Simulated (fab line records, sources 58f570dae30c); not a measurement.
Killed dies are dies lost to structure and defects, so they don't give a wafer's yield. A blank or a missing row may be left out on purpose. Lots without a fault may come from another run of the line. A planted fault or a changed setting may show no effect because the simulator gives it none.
Chamber matching | flow berkeley_cmos170 | UCB170_V2_CMP_02 on cmp-01: 4 sister chambers
The step polishes SiO2. 8 wafers are shown with their chamber, then 8 later ones without.

WAFERS WITH THEIR CHAMBER
wafer  | chamber | motor_current_A (A) | edge_zone_pressure_frac
L262.6 | 2       | 17.8                | 1.007
L263.1 | 1       | 14.9                | 1.003
L266.4 | 1       | 15.3                | 0.998
L266.6 | 3       | 13.7                | 1.003
L265.6 | 3       | 13.4                | 1.002
L264.1 | 2       | 17.6                | 0.996
L264.4 | 0       | 19.3                | 0.997
L281.2 | 0       | 19.1                | 1.003

WAFERS WITHOUT THEIR CHAMBER
wafer  | motor_current_A (A) | edge_zone_pressure_frac
L281.3 | 17.6                | 0.998
L281.5 | 13.4                | 0.999
L282.1 | 14.7                | 1.000
L282.2 | 19.5                | 1.003
L282.6 | 17.5                | 0.996
L279.2 | 13.8                | 0.996
L279.4 | 13.7                | 1.008
L279.5 | 18.1                | 0.996

WHICH CHAMBER EACH WENT THROUGH
wafer  | from the rows above | in truth
L281.3 | 2                   | 2
L281.5 | 3                   | 3
L282.1 | 1                   | 1
L282.2 | 0                   | 0
L282.6 | 2                   | 2
L279.2 | 3                   | 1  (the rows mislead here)
L279.4 | 3                   | 3
L279.5 | 2                   | 2
Placed correctly: 7 of 8. Can't be placed from these rows: 0. Placed wrongly: 1.
How it was worked out, from the rows above alone: a wafer's distance from a chamber is the root of the sum, over the readings, of the square of ((its reading less the chamber's mean) divided by the reading's scatter). The wafer belongs to the nearest chamber; if the next one is less than 2 further off, it can't be placed. A chamber's mean is the mean of its shown wafers. The scatter: the root of (the sum of the squares of (reading less its chamber's mean) over the shown wafers, divided by (wafers less chambers)).
